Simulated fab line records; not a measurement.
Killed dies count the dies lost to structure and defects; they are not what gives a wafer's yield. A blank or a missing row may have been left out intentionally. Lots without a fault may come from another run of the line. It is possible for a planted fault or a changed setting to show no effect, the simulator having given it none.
Check of tool commonality	flow rit-cmos	Sampled: 14 lots, 48 wafers

== WHAT PROMPTED THE OPENING ==
At RIT_CONTACT_THK_MEAS_01 the reading CONTACT_TEOS_THK is flagged on 2 of 14 lots. Wafers without a fault read 400 nm, standard deviation 4.6.
Rule: a lot is flagged in two cases, either no wafer of it has a number, or all its wafers with numbers fall more than 4 standard deviations from that mean. All remaining lots are regarded as sound.

lot	measured	on	CONTACT_TEOS_THK (nm), wafer by wafer	flag
L915	day 3 13:53	film-metro-02	407 405 408	
L917	day 3 23:58	film-metro-03	395 398 404	
L919	day 4 04:10	film-metro-03	396 401 401	
L918	day 4 04:28	film-metro-02	398 402 404	
L922	day 4 20:47	film-metro-03	808 807 813 808 807 812	FLAGGED
L924	day 5 10:29	film-metro-03	397 395 401	
L926	day 5 20:10	film-metro-02	805 793 805 806 793 804	FLAGGED
L929	day 6 12:25	film-metro-03	401 398 406	
L931	day 6 16:59	film-metro-03	400 403 410	
L933	day 7 02:34	film-metro-03	394 390 401	
L934	day 7 08:32	film-metro-03	396 403 402	
L935	day 7 12:49	film-metro-03	394 404 402	
L936	day 7 15:22	film-metro-02	397 403 405	
L937	day 8 00:54	film-metro-03	398 393 403	
The numbers of the flagged lots are 805 nm on average: +405 nm against the usual, or +88 standard deviations.

== EACH LOT AND THE TOOL IT RAN ON ==
Before the reading, the record contains 2 process steps out of a 202-step route. Cell contents, in order: the tool; ch with the chambers the sampled wafers went through; the start.
lot	flag	RIT_SILICIDE_RTA_06	RIT_CONTACT_CVD_00
L915		rtp-anneal-02 ch 0, day 3 13:46	pecvd-04 ch 0,1,2, day 3 13:49
L917		rtp-anneal-01 ch 0, day 3 23:50	pecvd-02 ch 0,1, day 3 23:55
L919		rtp-anneal-01 ch 0, day 4 04:04	pecvd-04 ch 1,2, day 4 04:07
L918		rtp-anneal-01 ch 0, day 4 04:21	pecvd-01 ch 1,2, day 4 04:25
L922	FLAGGED	rtp-anneal-02 ch 0, day 4 20:28	pecvd-01 ch 0,1,2, day 4 20:31
L924		rtp-anneal-02 ch 0, day 5 10:22	pecvd-04 ch 0,1,2, day 5 10:25
L926	FLAGGED	rtp-anneal-02 ch 0, day 5 19:50	pecvd-02 ch 0,1, day 5 19:54
L929		rtp-anneal-02 ch 0, day 6 12:18	pecvd-04 ch 0,1, day 6 12:22
L931		rtp-anneal-01 ch 0, day 6 16:53	pecvd-01 ch 0,1, day 6 16:56
L933		rtp-anneal-02 ch 0, day 7 02:26	pecvd-04 ch 0,1,2, day 7 02:30
L934		rtp-anneal-01 ch 0, day 7 08:25	pecvd-01 ch 0,2, day 7 08:29
L935		rtp-anneal-02 ch 0, day 7 12:42	pecvd-02 ch 1,2, day 7 12:46
L936		rtp-anneal-01 ch 0, day 7 15:14	pecvd-04 ch 0,1,2, day 7 15:19
L937		rtp-anneal-02 ch 0, day 8 00:47	pecvd-01 ch 0,1, day 8 00:51
What these steps do:
- RIT_SILICIDE_RTA_06: time 10 s, ramp up 5 s, ramp down 10 s.
- RIT_CONTACT_CVD_00: deposits SiO2 from TEOS, target thk 400 nm, time 61 s.
- RIT_CONTACT_THK_MEAS_01

== FLAGGED OVER TOTAL, TOOL BY TOOL (the gauges that took the reading come last) ==
step	tool	lots run	flagged	share of the flagged lots	sound lots run after its first flagged lot
RIT_SILICIDE_RTA_06	rtp-anneal-01	6	0	none	-
RIT_SILICIDE_RTA_06	rtp-anneal-02	8	2	all	5 (L924,L929,L933,L935,L937)
RIT_CONTACT_CVD_00	pecvd-01	5	1	some	3 (L931,L934,L937)
RIT_CONTACT_CVD_00	pecvd-02	3	1	some	1 (L935)
RIT_CONTACT_CVD_00	pecvd-04	6	0	none	-
RIT_CONTACT_THK_MEAS_01	film-metro-02	4	1	some	1 (L936)
RIT_CONTACT_THK_MEAS_01	film-metro-03	10	1	some	7 (L924,L929,L931,L933,L934,L935,L937)

== WHAT THE TABLE PERMITS ==
1 row of the table ran every flagged lot: rtp-anneal-02 at RIT_SILICIDE_RTA_06.
- rtp-anneal-02 at RIT_SILICIDE_RTA_06 ran 8 lots, 2 of them flagged. Sound lots followed the first flagged one (L924, L929, L933, L935, L937) on it, something a lasting fault affecting the whole tool could not allow.
There is no row in the table that ran each flagged lot and no sound lot after the first.

== WHAT THE SIMULATOR PUT IN ==
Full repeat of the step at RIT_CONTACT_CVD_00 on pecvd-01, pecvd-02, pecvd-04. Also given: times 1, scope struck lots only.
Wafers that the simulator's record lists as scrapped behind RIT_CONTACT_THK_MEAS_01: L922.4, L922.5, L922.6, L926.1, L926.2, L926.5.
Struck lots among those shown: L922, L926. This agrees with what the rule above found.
